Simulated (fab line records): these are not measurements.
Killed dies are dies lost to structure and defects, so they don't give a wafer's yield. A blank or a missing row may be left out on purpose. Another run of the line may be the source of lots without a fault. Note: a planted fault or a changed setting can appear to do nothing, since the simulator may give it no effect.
Comparing a struck lot with a sound one	flow ritCmos	15 steps out of a route of 202
Sound: the wafers L838.2, L838.4, L838.5. Wafers struck: L848.1, L848.2, L848.6. At the end, the cause is stated.
For every step that has rows: the tool of each side, followed by ch and its chambers, followed by its first start. Under that, the readings that differ: sound wafers	struck wafers	difference of the means	sigmas: that difference in standard deviations of wafers without a fault.
alike: readings whose means differ by less than 2 such deviations, and words and numbers that are the same on both sides. not compared: withheld readings, readings that some wafer has no value for, bounds like >300 that may hide the same value, and numbers for which the record gives no deviation and whose values overlap.
The two part at a step that has a row with sigmas, a row that says differs or no value, or rows on one side only. Numbers that have no deviation but don't overlap get no sigmas and don't part them. A reading that every wafer of one side lacks parts them only if that side has two wafers or more.

first, 5 steps without rows for these wafers: RIT_NSD_COAT_01 (resist thk 1000 nm); RIT_NSD_SOFTBAKE_02 (time 60 s); RIT_NSD_EXPOSE_03 (exposes mask M9, target cd 40700 nm); RIT_NSD_PEB_04; RIT_NSD_DEVELOP_05 (develop time 50 s).
RIT_NSD_OVL_MEAS_06:
  sound: overlay-02 at day 4 11:33; struck: overlay-01 at day 6 13:03
  alike: NSD_OVL
then, 2 steps without rows for these wafers: RIT_NSD_HARDBAKE_07 (time 60 s); RIT_NSD_IMPLANT_08.
RIT_NSD_STRIP_09: strips in O2, time 180 s.
  sound on plasmaAsher-01 ch 0, day 4 11:53; struck on plasmaAsher-04 ch 0,1, day 6 13:23
  alike: drypumpMotorCurrentA
  not compared: rfHoursCounterH
RIT_NSD_TW_MEAS_10:
  sound: filmMetro-03 at day 4 12:04; struck: filmMetro-04 at day 6 13:34
  alike: NSD_TW
then, 2 steps without rows for these wafers: RIT_PSD_HMDS_00 (prime time 60 s); RIT_PSD_COAT_01 (resist thk 1000 nm).
RIT_PSD_SOFTBAKE_02: time 60 s.
  sound on lithoTrack-01 ch 0, day 4 12:26; struck on lithoTrack-03 ch 0, day 6 13:55
reading	sound	struck	difference	sigmas
heaterPowerTotalW (W)	34.55 34.50 34.60	36.59 36.48 36.60	+2.01	+41
  alike: chillPlateTempC
then, 1 step without rows for these wafers: RIT_PSD_EXPOSE_03 (exposes mask M10, target cd 40900 nm).
RIT_M1_PROBE_99:
  sound: prober-01 at day 4 21:34; struck: prober-01 at day 6 23:37
  alike: killed_at_M0_to_M3, killedAtFrontEnd, killedDies, killedOpen, killedShort

== WHERE THEY PART ==
Within this record, at RIT_PSD_SOFTBAKE_02 only. Later steps at which nothing parts them and some readings are alike: RIT_M1_PROBE_99.

WHY: the cause the simulator had injected
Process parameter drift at RIT_PSD_SOFTBAKE_02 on lithoTrack-03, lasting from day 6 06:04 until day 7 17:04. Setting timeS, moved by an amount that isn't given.
